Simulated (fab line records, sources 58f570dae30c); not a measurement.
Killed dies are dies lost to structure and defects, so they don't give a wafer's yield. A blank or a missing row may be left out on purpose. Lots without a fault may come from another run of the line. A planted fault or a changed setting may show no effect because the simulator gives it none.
A struck lot beside a sound one | flow berkeley_cmos170 | 18 steps out of a route of 331
Sound: wafers L799.3, L799.4, L799.6. Struck: wafers L811.4, L811.5, L811.6. The cause comes at the end.
At each step with rows: each side's tool, then ch and its chambers, then its first start. Under that, the readings that differ: sound wafers | struck wafers | difference of the means | sigmas: that difference in standard deviations of wafers without a fault.
alike: readings whose means differ by less than 2 such deviations, and words and numbers that are the same on both sides. not compared: withheld readings, readings that some wafer has no value for, bounds like >300 that may hide the same value, and numbers for which the record gives no deviation and whose values overlap.
The two part at a step that has a row with sigmas, a row that says differs or no value, or rows on one side only. Numbers that don't overlap but have no deviation are shown without sigmas and don't part them. A reading that every wafer of one side lacks parts them only if that side has two wafers or more.

first, 4 steps without rows for these wafers: UCB170_NVT_SOFTBAKE_02 (time 60 s); UCB170_NVT_EXPOSE_03 (exposes mask PWELL, target cd 3000 nm); UCB170_NVT_PEB_04; UCB170_NVT_DEVELOP_05 (develop time 45 s).
UCB170_NVT_OVL_MEAS_06:
  sound on overlay-01, day 6 19:16; struck on overlay-02, day 8 15:56
  alike: NVT_OVL
then, 1 step without rows for these wafers: UCB170_NVT_IMPLANT_07.
UCB170_NVT_STRIP_08: strips in O2.
  sound on plasma_asher-02 ch 0,1, day 6 19:29; struck on plasma_asher-02 ch 0,1, day 8 16:08
  alike: drypump_motor_current_A, oes_product_au, strip_time_to_endpoint_s
  not compared: rf_hours_counter_h
UCB170_NVT_TW_MEAS_09:
  sound on film_metro-04, day 6 19:34; struck on film_metro-01, day 8 16:14
  alike: NVT_TW
then, 4 steps without rows for these wafers: UCB170_NVT_CLEAN_10 (cleans in SPM, time 600 s); UCB170_PVT_HMDS_00 (prime time 60 s); UCB170_PVT_COAT_01 (resist thk 900 nm); UCB170_PVT_SOFTBAKE_02 (time 60 s).
UCB170_PVT_EXPOSE_03: exposes mask NWELL, target cd 3000 nm.
  sound on krf_scanner-01 ch 0, day 6 21:01; struck on krf_scanner-01 ch 0, day 8 17:34
  reading                     | sound             | struck            | difference | sigmas
  model.PVT.overlay_x_nm (nm) | 2.187 2.187 2.187 | 522.7 522.7 522.7 | +520.5     |
  alike: mask
then, 2 steps without rows for these wafers: UCB170_PVT_PEB_04; UCB170_PVT_DEVELOP_05 (develop time 45 s).
UCB170_PVT_OVL_MEAS_06:
  sound on overlay-02, day 6 21:37; struck on overlay-02, day 8 18:07
  reading      | sound | struck      | difference | sigmas
  PVT_OVL (nm) | 4 1 2 | 519 523 521 | +519       | +99 or more
then, 2 steps without rows for these wafers: UCB170_PVT_IMPLANT_07; UCB170_M3_PROBE_99.

WHERE THEY PART
Only at UCB170_PVT_OVL_MEAS_06, within this record.

WHY: what the simulator had put in
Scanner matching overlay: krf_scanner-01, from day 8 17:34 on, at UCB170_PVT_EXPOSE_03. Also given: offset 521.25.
